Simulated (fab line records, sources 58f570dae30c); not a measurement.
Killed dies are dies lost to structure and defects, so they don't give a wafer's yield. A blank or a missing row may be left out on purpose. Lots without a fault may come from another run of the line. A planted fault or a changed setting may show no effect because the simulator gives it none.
Which tool did it? | flow berkeley_cmos170 | 15 lots, 45 wafers sampled, at 4 steps of a route of 331

WHAT THE GAUGES READ, wafer by wafer
UCB170_M3_CD_MEAS_15: target cd 700 nm. Usual: cd_nm 699.8 nm, standard deviation 1.4.
lot  | measured     | on        | cd_nm (nm)        | flag
L438 | day 9 02:13  | cd_sem-02 | 699.7 700.6 700.5 |
L439 | day 9 17:58  | cd_sem-01 | 697.8 698.7 699.9 |
L442 | day 9 19:23  | cd_sem-01 | 700.4 701.8 700.0 |
L441 | day 9 20:57  | cd_sem-01 | 700.1 698.3 697.7 |
L440 | day 9 21:14  | cd_sem-02 | 698.4 701.0 701.5 |
L444 | day 10 13:34 | cd_sem-01 | 702.1 701.1 702.8 |
L447 | day 11 07:39 | cd_sem-01 | 701.9 702.1 702.8 |
L448 | day 11 10:26 | cd_sem-02 | 701.2 701.1 701.6 |
L449 | day 11 13:11 | cd_sem-01 | 698.3 698.5 697.8 |
L451 | day 12 04:35 | cd_sem-02 | 698.7 700.0 700.5 |
L450 | day 12 08:48 | cd_sem-02 | - - -             | OFF
L452 | day 12 10:25 | cd_sem-02 | - - -             | OFF
L453 | day 12 10:43 | cd_sem-02 | - - -             | OFF
L457 | day 13 19:31 | cd_sem-02 | 700.8 699.8 700.1 |
L461 | day 14 12:04 | cd_sem-01 | 699.0 698.6 698.0 |

UCB170_M3_OVL_MEAS_16. Usual: M3_OVL -3 nm, standard deviation 6.
lot  | measured     | on         | M3_OVL (nm) | flag
L438 | day 9 02:20  | overlay-02 | 5 6 -3      |
L439 | day 9 18:05  | overlay-02 | -1 4 0      |
L442 | day 9 19:30  | overlay-02 | 1 -9 0      |
L441 | day 9 21:04  | overlay-01 | -8 -7 -16   |
L440 | day 9 21:21  | overlay-02 | -10 0 -12   |
L444 | day 10 13:41 | overlay-02 | -6 -4 -1    |
L447 | day 11 07:44 | overlay-01 | -6 -18 -9   |
L448 | day 11 10:33 | overlay-01 | -4 -7 2     |
L449 | day 11 13:18 | overlay-02 | -5 0 9      |
L451 | day 12 04:42 | overlay-02 | -8 5 0      |
L450 | day 12 08:55 | overlay-02 | - - -       | OFF
L452 | day 12 10:32 | overlay-02 | - - -       | OFF
L453 | day 12 10:50 | overlay-02 | - - -       | OFF
L457 | day 13 19:38 | overlay-01 | 1 2 -1      |
L461 | day 14 12:11 | overlay-02 | -6 1 -11    |

WHICH TOOL RAN EACH LOT (tool, then ch and the chambers of the sampled wafers, then the start)
lot  | UCB170_M3_SPUTTER_01         | UCB170_M3_PEB_13
L438 | pvd_sputter-02, day 9 00:10  | litho_track-04 ch 0, day 9 01:56
L439 | pvd_sputter-01, day 9 15:52  | litho_track-03 ch 0, day 9 17:41
L442 | pvd_sputter-02, day 9 17:25  | litho_track-03 ch 0, day 9 19:07
L441 | pvd_sputter-03, day 9 18:50  | litho_track-01 ch 0, day 9 20:40
L440 | pvd_sputter-01, day 9 19:02  | litho_track-01 ch 0, day 9 20:58
L444 | pvd_sputter-01, day 10 10:28 | litho_track-04 ch 0, day 10 13:14
L447 | pvd_sputter-02, day 11 04:25 | litho_track-01 ch 0, day 11 07:23
L448 | pvd_sputter-03, day 11 08:20 | litho_track-04 ch 0, day 11 10:10
L449 | pvd_sputter-02, day 11 11:05 | litho_track-01 ch 0, day 11 12:54
L451 | pvd_sputter-01, day 12 02:35 | litho_track-03 ch 0, day 12 04:18
L450 | pvd_sputter-03, day 12 06:14 | litho_track-04, day 12 08:31
L452 | pvd_sputter-01, day 12 07:03 | litho_track-01, day 12 10:08
L453 | pvd_sputter-02, day 12 07:21 | litho_track-03, day 12 10:26
L457 | pvd_sputter-01, day 13 16:41 | litho_track-01 ch 0, day 13 19:14
L461 | pvd_sputter-03, day 14 08:33 | litho_track-04 ch 0, day 14 11:48
- UCB170_M3_SPUTTER_01: material Al, target thk 900 nm, time 120 s.
- UCB170_M3_PEB_13

WHAT THE TOOLS THEMSELVES READ (means of the sampled wafers that have a number; where no wafer has one, the mark that the record gives instead)
UCB170_M3_SPUTTER_01. Usual: throttle_valve_pct 29.8 %, standard deviation 0.94.
lot  | tool           | throttle_valve_pct (%) | flag
L438 | pvd_sputter-02 | 30.5                   |
L439 | pvd_sputter-01 | 29.5                   |
L442 | pvd_sputter-02 | 30.3                   |
L441 | pvd_sputter-03 | 30.7                   |
L440 | pvd_sputter-01 | 29.5                   |
L444 | pvd_sputter-01 | 28.9                   |
L447 | pvd_sputter-02 | 30.0                   |
L448 | pvd_sputter-03 | 30.2                   |
L449 | pvd_sputter-02 | 30.9                   |
L451 | pvd_sputter-01 | 29.7                   |
L450 | pvd_sputter-03 | 30.2                   |
L452 | pvd_sputter-01 | 29.2                   |
L453 | pvd_sputter-02 | 30.1                   |
L457 | pvd_sputter-01 | 29.2                   |
L461 | pvd_sputter-03 | 29.2                   |

UCB170_M3_PEB_13. Usual: chill_plate_temp_C 22.99 C, standard deviation 0.095; exhaust_pa 45.0 Pa, standard deviation 0.85; resist_line_temp_C 23.01 C, standard deviation 0.11.
lot  | tool           | chill_plate_temp_C (C) | exhaust_pa (Pa) | resist_line_temp_C (C) | flag
L438 | litho_track-04 | 23.10                  | 45.1            | 22.87                  |
L439 | litho_track-03 | 22.96                  | 45.6            | 22.95                  |
L442 | litho_track-03 | 22.92                  | 45.3            | 23.06                  |
L441 | litho_track-01 | 22.96                  | 45.6            | 23.04                  |
L440 | litho_track-01 | 22.95                  | 44.7            | 22.88                  |
L444 | litho_track-04 | 22.93                  | 44.7            | 22.87                  |
L447 | litho_track-01 | 23.10                  | 44.3            | 23.02                  |
L448 | litho_track-04 | 23.05                  | 45.6            | 22.95                  |
L449 | litho_track-01 | 22.82                  | 45.7            | 22.96                  |
L451 | litho_track-03 | 22.89                  | 45.2            | 22.96                  |
L450 | litho_track-04 | -                      | -               | -                      | OFF
L452 | litho_track-01 | -                      | -               | -                      | OFF
L453 | litho_track-03 | -                      | -               | -                      | OFF
L457 | litho_track-01 | 22.84                  | 43.1            | 23.13                  |
L461 | litho_track-04 | 23.03                  | 44.9            | 22.96                  |

THE ANSWER, worked out from the rows above alone
Rule: a lot is off if the mean of its wafers that have a number lies more than 3 standard deviations from the usual mean. A lot without any number at a reading at which 4 lots or more have one is off too. The other lots that the step has rows for count as sound. The gauges are gone through in route order, then the tools' own readings, and for those a lot's mean is taken as printed above. The first step at which some lot is off is used, and at that step the reading that is off furthest; a lot without a number counts as furthest.
Off: L450, L452, L453, at UCB170_M3_CD_MEAS_15 (cd_nm). Without a number there: L450, L452, L453.
A tool fits if, at a process step before that reading, it ran every lot that is off, and no sound lot after the first of them. The gauges at UCB170_M3_CD_MEAS_15 aren't tried: what is off there is off at UCB170_M3_OVL_MEAS_16 too, on other tools, and a gauge's error can't cause that. None of those tried fits.

WHAT THE SIMULATOR HAD PUT IN
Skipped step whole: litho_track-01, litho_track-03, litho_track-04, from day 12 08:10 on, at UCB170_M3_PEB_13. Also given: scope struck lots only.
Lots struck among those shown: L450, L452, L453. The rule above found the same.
